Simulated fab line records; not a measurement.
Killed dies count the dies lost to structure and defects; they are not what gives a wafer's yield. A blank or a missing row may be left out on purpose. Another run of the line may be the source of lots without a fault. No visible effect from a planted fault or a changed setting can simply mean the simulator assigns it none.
Chamber matching | flow berkeleyCmos170 | UCB170_CONTACT_ETCH_17 on rieDiel-03: 4 sister chambers
The step etches BARC in N2/H2. 14 wafers are shown with their chamber, then 7 later ones without.

## WAFERS PAIRED WITH THEIR CHAMBERS
wafer  | chamber | throttleValvePct (%) | drypumpMotorCurrentA (A) | oesProductAu (a.u.)
L586.1 | 1       | 13.14                | 5.4                      | 1.011
L586.2 | 3       | 13.17                | 5.0                      | 1.009
L586.6 | 0       | 13.45                | 5.7                      | 0.985
L590.2 | 1       | 13.15                | 5.4                      | 1.006
L590.3 | 0       | 13.45                | 5.6                      | 0.993
L590.6 | 0       | 13.44                | 5.6                      | 0.985
L592.3 | 3       | 13.17                | 5.0                      | 0.993
L592.5 | 3       | 13.17                | 5.0                      | 1.004
L592.6 | 0       | 13.44                | 5.7                      | 0.985
L595.2 | 0       | 13.45                | 5.7                      | 0.989
L595.3 | 1       | 13.13                | 5.5                      | 1.014
L595.6 | 3       | 13.15                | 5.0                      | 1.002
L599.1 | 0       | 13.45                | 5.7                      | 0.984
L599.3 | 2       | 13.53                | 5.6                      | 0.999

SIGNATURES, as means of the wafers listed above
reading              | chamber 0 | chamber 1 | chamber 2 | chamber 3 | scatter within a chamber
throttleValvePct     | 13.4467   | 13.1400   | 13.5300   | 13.1650   | 0.00796
drypumpMotorCurrentA | 5.667     | 5.433     | 5.600     | 5.000     | 0.0447
oesProductAu         | 0.98683   | 1.01033   | 0.99900   | 1.00200   | 0.00477
Rule: a wafer lies at a distance from a chamber equal to the root of the sum of squares, over the readings, of (its reading less the chamber's mean, divided by the reading's scatter). The wafer belongs to the nearest chamber; if the next one is less than 2 further off, it can't be placed. How the scatter is found: for the shown wafers, subtract from each reading the mean of its chamber, square and add these, divide the total by (wafers less chambers), then take the root.

## WAFERS WITHOUT THEIR CHAMBER
wafer  | throttleValvePct (%) | drypumpMotorCurrentA (A) | oesProductAu (a.u.)
L599.6 | 13.13                | 5.4                      | 1.016
L602.3 | 13.54                | 5.6                      | 1.002
L602.4 | 13.14                | 5.4                      | 1.013
L602.5 | 13.45                | 5.7                      | 0.987
L603.2 | 13.15                | 5.5                      | 1.012
L603.3 | 13.45                | 5.7                      | 0.985
L603.6 | 13.45                | 5.6                      | 0.990

## WHICH CHAMBER EACH WENT THROUGH
wafer  | from the rows above | in truth
L599.6 | 1                   | 1
L602.3 | 2                   | 2
L602.4 | 1                   | 1
L602.5 | 0                   | 0
L603.2 | 1                   | 1
L603.3 | 0                   | 0
L603.6 | 0                   | 0
7 of 7 placed correctly. Can't be placed from these rows: 0. Number placed wrongly: 0.
